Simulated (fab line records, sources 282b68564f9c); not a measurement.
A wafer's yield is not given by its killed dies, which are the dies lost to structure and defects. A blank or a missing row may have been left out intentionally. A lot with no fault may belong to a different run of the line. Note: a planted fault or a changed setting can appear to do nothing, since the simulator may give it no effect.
fab line records | flow rit-cmos
[record] lots = 7 | wafers = 21 | last-day = 7
route steps=202 shown NWELL@28 PWELL@39 M1@202
lots that met no fault: from a run of the same line without faults
start-h: hours from the record's first day to the start of the lot's first wafer shown | wait-h: hours from the lot's prior step to this one | " the same as in the row above | L1.1+2: several wafers, shown together as one row | - no value, or no start was given | * or withheld: withheld | < > ~ a bound
route shown NAME@n: a module of which the file shows steps, and the number in the route of the first | usual: mean and standard deviation over wafers with no fault | same: alike in all rows | chamber/n: place in a boat | sites: readings site by site | _std_site: how widely they spread, as a standard deviation | _edge_site: mean of outer sites minus mean of inner sites | radius-mm: how far each site lies from the wafer's centre | mask NAME#n: copy n | behind: the tool/chamber that last shaped the wafer | hold: reason for holding the lot/hours on hold/outcome of the hold | device: names the non-switching transistor (n, p or np) | end of line: tests of these same wafers at the route's end | a step given without rows: its recipe and nothing more | killed: dies lost to structure and defects at the first sort, not the wafer's yield | map: dies across one wafer; x = killed, . = not, _ = none there
set.NAME: the setting that was run; set.NAME@STEP: the one run at that earlier step | model.NAME: the simulator's own value behind a step, which no gauge read
certain route steps with their lots: each step a table, each wafer a row
services: a tool's chamber out of use, with start hour (start-h, from the record's first day; less than 0 if before it), hours out, and reason
[[steps]]
[step RIT_NWELL_HMDS_00]
[recipe] prime-time-s = 60 | prime-temp-c = 140
[step RIT_NWELL_COAT_01]
[recipe] resist = NOVOLAK | spin-rpm = 2000 | resist-thk-nm = 1300
[step RIT_NWELL_SOFTBAKE_02]
[recipe] resist = NOVOLAK | temp-c = 90 | time-s = 60
[step RIT_NWELL_EXPOSE_03]
[recipe] mask-id = M2 | na = 0.57 | target-cd-nm = 43900 | dose-mj = 250
[step RIT_NWELL_PEB_04]
[recipe] resist = NOVOLAK | temp-c = withheld | time-s = withheld
[step RIT_NWELL_DEVELOP_05]
[recipe] resist = NOVOLAK | develop-time-s = 68 | dev-temp-c = 23
[step RIT_NWELL_OVL_MEAS_06]
[usual] NWELL_OVL = -0.5/1.4
lot.wafer | tool       | chamber | start-h | wait-h | NWELL_OVL[nm]
L492.2    | overlay-02 | -       | 47.76   | -      | 3.4
L492.3    | "          | -       | "       | "      | -1.3
L492.5    | "          | -       | "       | "      | -0.9
L495.2    | overlay-01 | -       | 63.88   | -      | 0.8
L495.5    | "          | -       | "       | "      | 1.4
L495.6    | "          | -       | "       | "      | -0.1
L500.1    | overlay-02 | -       | 85.21   | -      | -1.0
L500.3    | "          | -       | "       | "      | -2.6
L500.6    | "          | -       | "       | "      | 0.2
L501.2    | overlay-02 | -       | 93.80   | -      | -0.4
L501.5    | "          | -       | "       | "      | -0.3
L501.6    | "          | -       | "       | "      | -2.0
L503.2    | overlay-01 | -       | 102.80  | -      | -0.8
L503.4    | "          | -       | "       | "      | -0.5
L503.5    | "          | -       | "       | "      | -1.7
L504.1    | overlay-01 | -       | 109.12  | -      | 2.2
L504.3    | "          | -       | "       | "      | 0.9
L504.4    | "          | -       | "       | "      | 1.8
L509.3    | overlay-02 | -       | 132.72  | -      | -1.1
L509.4    | "          | -       | "       | "      | -1.3
L509.6    | "          | -       | "       | "      | 0.9
[step RIT_NWELL_HARDBAKE_07]
[recipe] resist = NOVOLAK | temp-c = 140 | time-s = 120
[step RIT_NWELL_IMPLANT_08]
[recipe] species = P | energy-kev = 170 | dose-cm2 = 5e+13 | tilt-deg = 7
[step RIT_NWELL_STRIP_09]
[recipe] chemistry = O2 | time-s = 180 | resist = NOVOLAK | platen-temp-c = withheld | power-w = 500 | pressure-mtorr = 4000 | o2-flow-sccm = 4000
[usual] drypump-motor-current-A = 6.1/0.42
lot.wafer | tool            | chamber | start-h | wait-h | drypump-motor-current-A | rf-hours-counter-h
L492.2    | plasma-asher-02 | 1       | 48.19   | 0.1    | 5.7                     | 40
L492.3    | "               | 1       | "       | "      | 5.7                     | -
L492.5    | "               | 0       | "       | "      | 6.6                     | -
L495.2    | plasma-asher-01 | 0       | 64.31   | 0.1    | 5.8                     | 27
L495.5    | "               | 1       | "       | "      | 6.3                     | -
L495.6    | "               | 0       | "       | "      | 5.8                     | -
L500.1    | plasma-asher-02 | 0       | 85.65   | 0.1    | 6.6                     | 44
L500.3    | "               | 0       | "       | "      | 6.6                     | -
L500.6    | "               | 0       | "       | "      | 6.6                     | -
L501.2    | plasma-asher-01 | 0       | 94.23   | 0.1    | 5.8                     | 30
L501.5    | "               | 1       | "       | "      | 6.3                     | -
L501.6    | "               | 0       | "       | "      | 5.9                     | -
L503.2    | plasma-asher-02 | 0       | 103.23  | 0.1    | 6.6                     | 45
L503.4    | "               | 0       | "       | "      | 6.6                     | -
L503.5    | "               | 0       | "       | "      | 6.6                     | -
L504.1    | plasma-asher-01 | 1       | 109.56  | 0.1    | 6.3                     | 32
L504.3    | "               | 1       | "       | "      | 6.3                     | -
L504.4    | "               | 0       | "       | "      | 5.8                     | -
L509.3    | plasma-asher-02 | 1       | 133.20  | 0.1    | 5.7                     | -
L509.4    | "               | 0       | "       | "      | 6.6                     | -
L509.6    | "               | 0       | "       | "      | 6.6                     | -
[step RIT_NWELL_TW_MEAS_10]
[usual] NWELL_TW = 2125/11
lot.wafer | tool          | chamber | start-h | wait-h | NWELL_TW
L492.2    | film-metro-02 | -       | 48.38   | 0.1    | 2119
L492.3    | "             | -       | "       | "      | 2125
L492.5    | "             | -       | "       | "      | 2128
L495.2    | film-metro-03 | -       | 64.49   | 0.1    | 2137
L495.5    | "             | -       | "       | "      | 2128
L495.6    | "             | -       | "       | "      | 2121
L500.1    | film-metro-03 | -       | 85.82   | 0.1    | 2141
L500.3    | "             | -       | "       | "      | 2134
L500.6    | "             | -       | "       | "      | 2140
L501.2    | film-metro-01 | -       | 94.42   | 0.1    | 2119
L501.5    | "             | -       | "       | "      | 2108
L501.6    | "             | -       | "       | "      | 2105
L503.2    | film-metro-02 | -       | 103.41  | 0.1    | 2137
L503.4    | "             | -       | "       | "      | 2137
L503.5    | "             | -       | "       | "      | 2129
L504.1    | film-metro-02 | -       | 109.73  | 0.1    | 2138
L504.3    | "             | -       | "       | "      | 2142
L504.4    | "             | -       | "       | "      | 2139
L509.3    | film-metro-03 | -       | 133.33  | 0.1    | 2137
L509.4    | "             | -       | "       | "      | 2136
L509.6    | "             | -       | "       | "      | 2142
[step RIT_PWELL_HMDS_00]
[recipe] prime-time-s = 60 | prime-temp-c = 140
[step RIT_PWELL_COAT_01]
[recipe] resist = NOVOLAK | spin-rpm = 2000 | resist-thk-nm = 1300
[usual] chill-plate-temp-C = 22.96/0.1 | spin-speed-rpm = 2000.1/1.4
lot.wafer | tool           | chamber | start-h | wait-h | chill-plate-temp-C | spin-speed-rpm | model.NOVOLAK_of_PWELL_COAT_01.thk-nm
L492.2    | litho-track-02 | 0       | 48.60   | 0.1    | 22.96              | 2000.6         | 1298
L492.3    | "              | 0       | "       | "      | 23.10              | 2000.9         | 1298
L492.5    | "              | 0       | "       | "      | 22.95              | 1999.6         | 1301
L495.2    | litho-track-01 | 0       | 64.72   | 0.1    | 23.00              | 1996.0         | 1300
L495.5    | "              | 0       | "       | "      | 22.83              | 1997.8         | 1305
L495.6    | "              | 0       | "       | "      | 22.95              | 2000.2         | 1302
L500.1    | litho-track-01 | 0       | 86.03   | 0.1    | 23.05              | 1999.9         | 1303
L500.3    | "              | 0       | "       | "      | 23.16              | 1999.6         | 1299
L500.6    | "              | 0       | "       | "      | 22.93              | 2002.8         | 1302
L501.2    | litho-track-01 | 0       | 94.64   | 0.1    | 23.08              | 1956.5         | 1319
L501.5    | "              | 0       | "       | "      | 23.19              | 1955.5         | 1319
L501.6    | "              | 0       | "       | "      | 23.02              | 1955.5         | 1319
L503.2    | litho-track-01 | 0       | 103.78  | 0.1    | 22.91              | 1954.0         | 1313
L503.4    | "              | 0       | "       | "      | 22.79              | 1959.0         | 1319
L503.5    | "              | 0       | "       | "      | 22.87              | 1957.7         | 1321
L504.1    | litho-track-01 | 0       | 109.94  | 0.1    | 22.83              | 1957.7         | 1310
L504.3    | "              | 0       | "       | "      | 23.03              | 1959.4         | 1312
L504.4    | "              | 0       | "       | "      | 22.85              | 1959.3         | 1309
L509.3    | litho-track-04 | 0       | 133.64  | 0.1    | 22.98              | 1998.9         | 1309
L509.4    | "              | 0       | "       | "      | 22.97              | 1999.9         | 1316
L509.6    | "              | 0       | "       | "      | 23.03              | 2000.7         | 1307
[step RIT_PWELL_SOFTBAKE_02]
[recipe] resist = NOVOLAK | temp-c = 90 | time-s = 60
[step RIT_PWELL_EXPOSE_03]
[recipe] mask-id = M3 | na = 0.57 | target-cd-nm = 43700 | dose-mj = 250
[step RIT_PWELL_PEB_04]
[recipe] resist = NOVOLAK | temp-c = withheld | time-s = withheld
[step RIT_PWELL_DEVELOP_05]
[recipe] resist = NOVOLAK | develop-time-s = 68 | dev-temp-c = 23
[step RIT_PWELL_OVL_MEAS_06]
[usual] PWELL_OVL = -0.5/1.5
lot.wafer | tool       | chamber | start-h | wait-h | PWELL_OVL[nm]
L492.2    | overlay-02 | -       | 49.31   | -      | -1.3
L492.3    | "          | -       | "       | "      | -0.6
L492.5    | "          | -       | "       | "      | 1.0
L495.2    | overlay-01 | -       | 65.49   | -      | -1.8
L495.5    | "          | -       | "       | "      | -1.8
L495.6    | "          | -       | "       | "      | -2.4
L500.1    | overlay-02 | -       | 86.76   | -      | 0.9
L500.3    | "          | -       | "       | "      | 2.2
L500.6    | "          | -       | "       | "      | 1.5
L501.2    | overlay-02 | -       | 95.36   | -      | -2.2
L501.5    | "          | -       | "       | "      | -2.1
L501.6    | "          | -       | "       | "      | -1.1
L503.2    | overlay-01 | -       | 104.49  | -      | 1.6
L503.4    | "          | -       | "       | "      | 0.4
L503.5    | "          | -       | "       | "      | 0.1
L504.1    | overlay-01 | -       | 110.80  | -      | 0.1
L504.3    | "          | -       | "       | "      | 0.5
L504.4    | "          | -       | "       | "      | -0.7
L509.3    | overlay-02 | -       | 134.33  | -      | -0.4
L509.4    | "          | -       | "       | "      | -0.1
L509.6    | "          | -       | "       | "      | -2.3
[step RIT_PWELL_HARDBAKE_07]
[recipe] resist = NOVOLAK | temp-c = 140 | time-s = 120
[usual] chill-plate-temp-C = 22.98/0.094
lot.wafer | tool           | chamber | start-h | wait-h | chill-plate-temp-C | model.NOVOLAK_of_PWELL_COAT_01.thk-nm
L492.2    | litho-track-01 | 0       | 49.38   | 0.1    | 22.91              | 1136
L492.3    | "              | 0       | "       | "      | 22.86              | 1135
L492.5    | "              | 0       | "       | "      | 22.91              | 1137
L495.2    | litho-track-02 | 0       | 65.56   | 0.1    | 23.07              | 1137
L495.5    | "              | 0       | "       | "      | 22.97              | 1141
L495.6    | "              | 0       | "       | "      | 23.05              | 1138
L500.1    | litho-track-02 | 0       | 86.80   | 0.0    | 23.11              | 1139
L500.3    | "              | 0       | "       | "      | 23.00              | 1136
L500.6    | "              | 0       | "       | "      | 23.03              | 1139
L501.2    | litho-track-01 | 0       | 95.43   | 0.1    | 22.95              | 1153
L501.5    | "              | 0       | "       | "      | 23.12              | 1153
L501.6    | "              | 0       | "       | "      | 22.88              | 1153
L503.2    | litho-track-02 | 0       | 104.56  | 0.1    | 23.01              | 1148
L503.4    | "              | 0       | "       | "      | 22.98              | 1153
L503.5    | "              | 0       | "       | "      | 23.04              | 1155
L504.1    | litho-track-04 | 0       | 110.83  | 0.0    | 22.98              | 1146
L504.3    | "              | 0       | "       | "      | 22.91              | 1148
L504.4    | "              | 0       | "       | "      | 22.97              | 1145
L509.3    | litho-track-01 | 0       | 134.44  | 0.1    | 23.05              | 1145
L509.4    | "              | 0       | "       | "      | 23.06              | 1151
L509.6    | "              | 0       | "       | "      | 22.94              | 1143
[step RIT_PWELL_IMPLANT_08]
[recipe] species = B | energy-kev = 170 | dose-cm2 = 7e+13 | tilt-deg = 7
[step RIT_M1_PROBE_99]
[usual] killed-at-contacts = 0.1/0.24 | killed-at-front-end = 7.1/3 | killed-dies = 7.2/3 | killed-open = 3.7/2 | killed-short = 3.5/2
[same] gross-dies = 264 | killed_at_M0_to_M3 = 0 | killed_at_M4_up = 0 | killed-at-back-side = 0 | killed-at-other = 0
lot.wafer | tool      | chamber | start-h | wait-h | killed-at-contacts | killed-at-front-end | killed-dies | killed-open | killed-short
L492.2    | prober-02 | -       | 87.48   | 0.1    | 0                  | 5                   | 5           | 4           | 1
L492.3    | prober-02 | -       | 87.53   | 0.2    | 0                  | 8                   | 8           | 3           | 5
L492.5    | prober-02 | -       | 87.63   | 0.2    | 0                  | 3                   | 3           | 2           | 1
L495.2    | prober-01 | -       | 102.82  | 0.1    | 0                  | 4                   | 4           | 2           | 2
L495.5    | prober-01 | -       | 102.97  | 0.2    | 0                  | 4                   | 4           | 1           | 3
L495.6    | prober-01 | -       | 103.02  | 0.2    | 0                  | 2                   | 2           | 1           | 1
L501.2    | prober-01 | -       | 135.92  | 0.1    | 0                  | 9                   | 9           | 4           | 5
L501.5    | prober-01 | -       | 136.07  | 0.2    | 1                  | 4                   | 5           | 1           | 4
L501.6    | prober-01 | -       | 136.12  | 0.2    | 1                  | 8                   | 9           | 4           | 5
L504.1    | prober-02 | -       | 148.35  | 0.1    | 0                  | 6                   | 6           | 2           | 4
L504.3    | prober-02 | -       | 148.45  | 0.2    | 0                  | 8                   | 8           | 5           | 3
L504.4    | prober-02 | -       | 148.50  | 0.2    | 1                  | 8                   | 9           | 5           | 4
// killed by level:class
L492.2 GATE:geometric-particle:open=2 FOX2:geometric-particle:open=1 SPACER:geometric-particle:open=1 SPACER:geometric-particle:short=1
L492.3 GATE:geometric-particle:short=2 FOX1:geometric-particle:open=1 FOX1:geometric-particle:short=1 FOX2:geometric-particle:short=1 GATE:geometric-particle:open=1 REOX:geometric-particle:short=1 SILICIDE:geometric-particle:open=1
L492.5 FOX1:geometric-particle:short=1 GATE:geometric-particle:open=1 SPACER:geometric-particle:open=1
L495.2 GATE:geometric-particle:short=2 FOX1:geometric-particle:open=1 SPACER:geometric-particle:open=1
L495.5 FOX1:geometric-particle:short=1 FOX2:geometric-particle:short=1 GATE:geometric-particle:short=1 REOX:geometric-particle:open=1
L495.6 GATE:geometric-particle:open=1 SPACER:geometric-particle:short=1
L501.2 SILICIDE:geometric-particle:short=3 GATE:geometric-particle:open=2 REOX:geometric-particle:open=2 FOX1:geometric-particle:short=1 GATE:geometric-particle:short=1
L501.5 FOX1:geometric-particle:short=1 GATE:geometric-particle:short=1 REOX:geometric-particle:short=1 SILICIDE:geometric-particle:short=1 CONTACT:geometric-particle:open=1
L501.6 SILICIDE:geometric-particle:open=2 SILICIDE:geometric-particle:short=2 GATE:geometric-particle:open=1 GATE:geometric-particle:short=1 REOX:geometric-particle:short=1 REOX:geometric-particle:open=1 CONTACT:geometric-particle:short=1
L504.1 GATE:geometric-particle:short=2 FOX1:geometric-particle:short=1 GATE:geometric-particle:open=1 SPACER:geometric-particle:short=1 SILICIDE:geometric-particle:open=1
L504.3 FOX1:geometric-particle:open=2 GATE:geometric-particle:short=2 GATE:geometric-particle:open=2 REOX:geometric-particle:open=1 SPACER:geometric-particle:short=1
L504.4 GATE:geometric-particle:open=3 FOX1:geometric-particle:short=2 GATE:geometric-particle:short=1 SPACER:geometric-particle:open=1 SPACER:geometric-particle:short=1 CONTACT:geometric-particle:open=1
[[services]]
tool            | chamber | start-h | hours | kind
plasma-asher-02 | -       | 34.92   | 0.8   | repair
[[key]]
[first-sign] step = RIT_PWELL_COAT_01 | reading = spin-speed-rpm | direction = down | sigmas = 31 | usual = 2000.1 | struck = 1957.2
effect none on later readings
[model-effect] step = RIT_PWELL_COAT_01 | value = NOVOLAK_of_PWELL_COAT_01.thk-nm | without = 1302 | struck = 1316
[model-effect] step = RIT_PWELL_HARDBAKE_07 | value = NOVOLAK_of_PWELL_COAT_01.thk-nm | without = 1138 | struck = 1150
met-at RIT_PWELL_COAT_01
struck-wafers L501.2,L501.5,L501.6,L503.2,L503.4,L503.5,L504.1,L504.3,L504.4
tester-left-out L501,L503,L504
onset-between 86.03 94.64
[fault] kind = process-parameter-drift | tool = litho-track-01 | chamber = - | onset-h = 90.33 | steps = RIT_PWELL_COAT_01 | channel = spin-rpm | offset = -42.364 | shape = step | end-h = 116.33 | acts-in = these-recipes-only | stated = 2000
// tester-left-out: of these lots the tester's yield and bins aren't shown, on N5 and GAA mostly nor the transistor test; their killed dies are dies lost to structure and defects alone, not to doping, threshold or leakage, so they don't give the yield
